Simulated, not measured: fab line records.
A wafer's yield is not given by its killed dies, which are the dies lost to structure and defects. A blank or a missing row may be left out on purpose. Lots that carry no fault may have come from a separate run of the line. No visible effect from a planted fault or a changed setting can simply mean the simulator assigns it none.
Split-lot trial    flow ritCmos    on a route of 202 steps: 5 lots, 23 wafers read

ABOUT THE SPLIT
At RIT_PWELL_SOFTBAKE_02 (time 60 s), the setting tempC was moved away from the recipe's 90 C on 8 of the 23 wafers read, by -3.6% to +2.0%. For the rest of the wafers, this setting stayed at what the recipe calls for.

Split to reading: the file shows no intervening step.

THE READING
NOVOLAK_of_PWELL_COAT_01.thkNm (the simulator's own value, which no gauge read), in nm, at RIT_PWELL_DEVELOP_05 (develop time 68 s). No usual value for it is given in the file. Here, 15 wafers ran the recipe; their average is 1298 nm with a standard deviation of 2.5 nm.

wafer   tool, chamber at the split  tempC as run, C  against the recipe  NOVOLAK_of_PWELL_COAT_01.thkNm, nm  against lot-mates on the recipe
L074.2  lithoTrack-02, 0            91.8             +2.0%               1288                                -7
L074.3  lithoTrack-02, 0            90               recipe              1296                                -
L074.6  lithoTrack-02, 0            90               recipe              1296                                -
L074.4  lithoTrack-02, 0            90               recipe              1294                                -
L074.5  lithoTrack-02, 0            91.8             +2.0%               1289                                -6
L075.1  lithoTrack-02, 0            90               recipe              1297                                -
L075.2  lithoTrack-02, 0            90               recipe              1297                                -
L075.3  lithoTrack-02, 0            90               recipe              1300                                -
L075.5  lithoTrack-02, 0            90               recipe              1299                                -
L075.6  lithoTrack-02, 0            90               recipe              1299                                -
L078.1  lithoTrack-04, 0            90               recipe              1298                                -
L078.2  lithoTrack-04, 0            86.72            -3.6%               1309                                +10
L078.4  lithoTrack-04, 0            90               recipe              1299                                -
L078.5  lithoTrack-04, 0            86.72            -3.6%               1314                                +16
L078.6  lithoTrack-04, 0            86.72            -3.6%               1316                                +18
L079.1  lithoTrack-02, 0            86.97            -3.4%               1308                                +12
L079.2  lithoTrack-02, 0            90               recipe              1296                                -
L079.3  lithoTrack-02, 0            86.97            -3.4%               1304                                +8
L079.4  lithoTrack-02, 0            86.97            -3.4%               1306                                +10
L079.6  lithoTrack-02, 0            90               recipe              1295                                -
L081.1  lithoTrack-02, 0            90               recipe              1300                                -
L081.5  lithoTrack-02, 0            90               recipe              1304                                -
L081.6  lithoTrack-02, 0            90               recipe              1301                                -

FIT RESULTS
A straight line over all 23 wafers: NOVOLAK_of_PWELL_COAT_01.thkNm changes by -3.54 nm for each +1% of tempC; r = -0.90; the points scatter about the line by 3.1 nm.
The same after taking each lot's own level away (the mean of its wafers on the recipe; 23 wafers): -3.56 nm for each +1%; r = -0.96; scatter 1.8 nm.
On that fit, the largest move of tempC shifts the reading by 13 nm.
Across the lots, their own levels run from 1295.3 to 1301.7 nm, a range of 2.5 times the standard deviation given above.
So the lot-to-lot level changes the slope little: the two slopes agree.
Check: +13.5 nm against its lot-mates is what the line predicts for one of the wafers moved furthest among these (-3.6%) when that wafer is left out of the fit. Against them it came out at +10.5 nm.

THESE WAFERS: OTHER SPLITS
Note: prior to the reading, these wafers also went through further splits. Each is held against what the fit with the lots' levels taken away leaves over:
other split on the same wafers   wafers away from the commonest value  r with NOVOLAK_of_PWELL_COAT_01.thkNm (lot level and that fit taken away)
RIT_ACTIVE_CVD_03 pressureMtorr  18                                    +0.23
RIT_ACTIVE_EXPOSE_08 doseMj      5                                     +0.07
RIT_ACTIVE_ETCH_13 rfW           8                                     -0.24
RIT_NWELL_IMPLANT_08 doseCm2     6                                     +0.16

FILE'S OWN FIT
NOVOLAK_of_PWELL_COAT_01.thkNm changes by -3.58 nm for each +1% of tempC, r = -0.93.
